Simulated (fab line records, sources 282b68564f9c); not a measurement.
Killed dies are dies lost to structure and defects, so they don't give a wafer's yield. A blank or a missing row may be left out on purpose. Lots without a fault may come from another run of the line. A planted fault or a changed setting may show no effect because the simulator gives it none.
Which tool did it? | flow rit_cmos | 14 lots, 42 wafers sampled, at 2 steps of a route of 202

WHAT THE GAUGES READ, wafer by wafer
RIT_ACTIVE_THK_MEAS_02.
lot  | measured    | on            | ACTIVE_OXIDE_THK (nm)
L985 | day 1 17:03 | film_metro-03 | 46.8 45.9 46.0
L986 | day 1 22:04 | film_metro-03 | 46.2 45.5 46.0
L988 | day 2 08:03 | film_metro-03 | 36.1 35.8 36.3 36.1 35.7 36.2
L991 | day 2 23:03 | film_metro-01 | 36.9 36.4 36.7 36.9 36.4 36.6
L996 | day 4 00:04 | film_metro-03 | 45.0 46.6 46.7
L997 | day 4 05:03 | film_metro-03 | 46.8 45.9 46.8
L998 | day 4 10:11 | film_metro-03 | 45.4 45.4 45.3
L100 | day 4 20:56 | film_metro-04 | 45.8 47.1 46.9
L101 | day 5 01:04 | film_metro-01 | 47.6 46.9 47.4
L102 | day 5 08:53 | film_metro-04 | 47.4 47.0 48.7
L103 | day 5 12:09 | film_metro-04 | 46.6 47.0 47.1
L104 | day 5 16:04 | film_metro-03 | 45.0 45.4 45.1
L106 | day 6 03:13 | film_metro-04 | 46.2 45.5 45.4
L107 | day 6 07:23 | film_metro-03 | 46.3 46.0 45.2

WHICH TOOL RAN EACH LOT (tool, then ch and the chambers of the sampled wafers, then the start)
lot  | RIT_ACTIVE_OXIDATION_01
L985 | furnace-02 ch 0, day 1 15:07
L986 | furnace-03 ch 0, day 1 20:07
L988 | furnace-02 ch 0, day 2 06:07
L991 | furnace-02 ch 0, day 2 21:07
L996 | furnace-01 ch 0, day 3 22:07
L997 | furnace-01 ch 0, day 4 03:07
L998 | furnace-03 ch 0, day 4 08:14
L100 | furnace-01 ch 0, day 4 19:00
L101 | furnace-03 ch 0, day 4 23:07
L102 | furnace-03 ch 0, day 5 06:56
L103 | furnace-03 ch 0, day 5 10:11
L104 | furnace-01 ch 0, day 5 14:07
L106 | furnace-02 ch 0, day 6 01:15
L107 | furnace-03 ch 0, day 6 05:27
- RIT_ACTIVE_OXIDATION_01: target thk 46.8 nm, ox time 3360 s.

WHAT THE TOOLS THEMSELVES READ (means of the sampled wafers that have a number; where no wafer has one, the mark that the record gives instead)
RIT_ACTIVE_OXIDATION_01.
lot  | tool       | spike_tc_centre_C (C) | spike_tc_load_C (C) | spike_tc_source_C (C) | tube_center_temp_C (C) | tube_center_temp_C_max
L985 | furnace-02 | 1002.2                | 1031                | 1028.5                | 1000                   | 1002.7
L986 | furnace-03 | 1003.7                | 1022                | 1028.5                | 1000                   | 1002.7
L988 | furnace-02 | 976.8                 | 1004                | 1003.2                | 975                    | 977.9
L991 | furnace-02 | 976.8                 | 1005                | 1002.9                | 975                    | 977.5
L996 | furnace-01 | 1002.0                | 1030                | 1024.6                | 1000                   | 1002.5
L997 | furnace-01 | 1001.3                | 1030                | 1023.8                | 1000                   | 1002.3
L998 | furnace-03 | 1004.1                | 1023                | 1027.7                | 1000                   | 1002.5
L100 | furnace-01 | 999.4                 | 1030                | 1024.1                | 1000                   | 1002.4
L101 | furnace-03 | 1004.0                | 1022                | 1027.7                | 1000                   | 1002.6
L102 | furnace-03 | 1004.8                | 1022                | 1027.5                | 1000                   | 1002.6
L103 | furnace-03 | 1004.7                | 1023                | 1029.1                | 1000                   | 1002.3
L104 | furnace-01 | 1001.3                | 1030                | 1025.2                | 1000                   | 1002.7
L106 | furnace-02 | 1001.8                | 1030                | 1028.7                | 1000                   | 1002.4
L107 | furnace-03 | 1004.6                | 1023                | 1027.8                | 1000                   | 1002.8

THE ANSWER, worked out from the rows above alone
Rule: what is usual is taken from the lots themselves. Put in order of their means at a reading, lots are off if they are a third of the lots or fewer, leave a main group of 4 or more, and stand apart from it by a gap of 3 or more times the standard deviation of the main group's means; of several such gaps the widest counts. A main group whose means are all the same, to the digits that the tables above print for the reading, isn't used. A lot without any number at a reading at which 4 lots or more have one is off too. The other lots that the step has rows for count as sound. The gauges are gone through in route order, then the tools' own readings, and for those a lot's mean is taken as printed above. The first step at which some lot is off is used, and at that step the reading that is off furthest; a lot without a number counts as furthest.
Off: L988, L991, at RIT_ACTIVE_THK_MEAS_02 (ACTIVE_OXIDE_THK). The main group: mean 46.3 nm, standard deviation 0.73.
A tool fits if, at a process step before that reading, it ran every lot that is off, and no sound lot after the first of them. The gauges at RIT_ACTIVE_THK_MEAS_02 aren't tried: what is off there is off at RIT_ACTIVE_OXIDATION_01 too, on other tools, and a gauge's error can't cause that. None of those tried fits.

WHAT THE SIMULATOR HAD PUT IN
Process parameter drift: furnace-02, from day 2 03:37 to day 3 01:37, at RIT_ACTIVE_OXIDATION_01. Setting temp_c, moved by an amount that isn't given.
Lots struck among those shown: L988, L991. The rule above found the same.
